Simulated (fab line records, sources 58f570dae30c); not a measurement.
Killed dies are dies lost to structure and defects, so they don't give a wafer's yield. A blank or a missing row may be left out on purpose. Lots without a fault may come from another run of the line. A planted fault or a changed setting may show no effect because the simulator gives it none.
Tool commonality check | flow berkeley_cmos170 | 14 lots, 48 wafers sampled

WHY IT WAS OPENED
At UCB170_NSD_TW_MEAS_10 the reading NSD_TW is flagged on 2 of 14 lots. Wafers without a fault read 4168, standard deviation 34.
Rule: a lot is flagged when every wafer of it that has a number lies more than 4 standard deviations from that mean, or none has a number. The other lots count as sound.

lot  | measured     | on            | NSD_TW, wafer by wafer        | flag
L549 | day 6 11:32  | film_metro-02 | 4189 4188 4198                |
L550 | day 7 04:34  | film_metro-03 | 4244 4241 4252                |
L553 | day 7 14:50  | film_metro-02 | 4208 4220 4225                |
L551 | day 7 15:04  | film_metro-04 | 4139 4114 4138                |
L552 | day 7 15:19  | film_metro-03 | 4222 4227 4235                |
L554 | day 8 12:07  | film_metro-03 | 4175 4185 4204                |
L556 | day 8 19:29  | film_metro-03 | 4188 4203 4200                |
L557 | day 8 19:44  | film_metro-04 | 4117 4091 4111                |
L559 | day 9 05:55  | film_metro-04 | 4140 4136 4138                |
L561 | day 9 13:18  | film_metro-03 | 4194 4201 4200                |
L565 | day 10 14:07 | film_metro-02 | 4002 4000 3998 4000 3981 3990 | FLAGGED
L571 | day 11 05:40 | film_metro-03 | 4143 4126 4120                |
L569 | day 11 05:46 | film_metro-04 | 3974 3991 3990 4001 3979 3988 | FLAGGED
L570 | day 11 06:01 | film_metro-03 | 4157 4142 4150                |
The numbers of the flagged lots are 3991 on average: -177 against the usual, or -5 standard deviations.

WHICH TOOL RAN EACH LOT
The record holds 2 process steps before the reading, out of a route of 331 steps. In each cell: the tool, then ch and the chambers that the sampled wafers went through, then the start.
lot  | flag    | UCB170_NSD_IMPLANT_08           | UCB170_NSD_STRIP_09
L549 |         | implanter-03 ch 0, day 6 11:17  | plasma_asher-02 ch 0,1, day 6 11:26
L550 |         | implanter-02 ch 0, day 7 04:19  | plasma_asher-02 ch 0,1, day 7 04:28
L553 |         | implanter-02 ch 0, day 7 14:35  | plasma_asher-02 ch 0,1, day 7 14:44
L551 |         | implanter-03 ch 0, day 7 14:49  | plasma_asher-03 ch 0,1, day 7 14:58
L552 |         | implanter-04 ch 0, day 7 15:04  | plasma_asher-01 ch 0,1, day 7 15:13
L554 |         | implanter-02 ch 0, day 8 11:52  | plasma_asher-02 ch 0,1, day 8 12:01
L556 |         | implanter-02 ch 0, day 8 19:14  | plasma_asher-03 ch 0,1, day 8 19:22
L557 |         | implanter-04 ch 0, day 8 19:32  | plasma_asher-02 ch 0,1, day 8 19:38
L559 |         | implanter-04 ch 0, day 9 05:41  | plasma_asher-01 ch 0,1, day 9 05:48
L561 |         | implanter-04 ch 0, day 9 13:04  | plasma_asher-01 ch 0,1, day 9 13:11
L565 | FLAGGED | implanter-04 ch 0, day 10 13:54 | plasma_asher-03 ch 0,1, day 10 14:02
L571 |         | implanter-03 ch 0, day 11 05:27 | plasma_asher-03 ch 0,1, day 11 05:35
L569 | FLAGGED | implanter-04 ch 0, day 11 05:31 | plasma_asher-01 ch 0,1, day 11 05:40
L570 |         | implanter-02 ch 0, day 11 05:46 | plasma_asher-02 ch 0,1, day 11 05:55
What these steps do:
- UCB170_NSD_IMPLANT_08
- UCB170_NSD_STRIP_09: strips in O2.
- UCB170_NSD_TW_MEAS_10

FLAGGED OVER TOTAL, TOOL BY TOOL (the gauges that took the reading come last)
step                  | tool            | lots run | flagged | share of the flagged lots | sound lots run after its first flagged lot
UCB170_NSD_IMPLANT_08 | implanter-02    | 5        | 0       | none                      | -
UCB170_NSD_IMPLANT_08 | implanter-03    | 3        | 0       | none                      | -
UCB170_NSD_IMPLANT_08 | implanter-04    | 6        | 2       | all                       | 0
UCB170_NSD_STRIP_09   | plasma_asher-01 | 4        | 1       | some                      | 0
UCB170_NSD_STRIP_09   | plasma_asher-02 | 6        | 0       | none                      | -
UCB170_NSD_STRIP_09   | plasma_asher-03 | 4        | 1       | some                      | 1 (L571)
UCB170_NSD_TW_MEAS_10 | film_metro-02   | 3        | 1       | some                      | 0
UCB170_NSD_TW_MEAS_10 | film_metro-03   | 7        | 0       | none                      | -
UCB170_NSD_TW_MEAS_10 | film_metro-04   | 4        | 1       | some                      | 0

WHAT THE TABLE ALLOWS
1 row of the table ran every flagged lot: implanter-04 at UCB170_NSD_IMPLANT_08.
- implanter-04 at UCB170_NSD_IMPLANT_08: 2 of its 6 lots flagged. Its last sound lot is L561 (day 9 13:04), its first flagged lot L565 (day 10 13:54): a fault that began between those two fits. Its own readings lie more than 4 standard deviations out on every wafer of the flagged lots: dose_ions_cm2, faraday_current_uA.
One tool is left: implanter-04 at UCB170_NSD_IMPLANT_08.

WHAT THE SIMULATOR HAD PUT IN
Process parameter drift: implanter-04, from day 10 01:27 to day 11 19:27, at UCB170_NSD_IMPLANT_08. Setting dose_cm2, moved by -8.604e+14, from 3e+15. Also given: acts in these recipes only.
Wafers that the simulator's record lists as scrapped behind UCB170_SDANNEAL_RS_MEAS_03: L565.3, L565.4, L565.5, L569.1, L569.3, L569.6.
Lots struck among those shown: L565, L569. The rule above found the same.
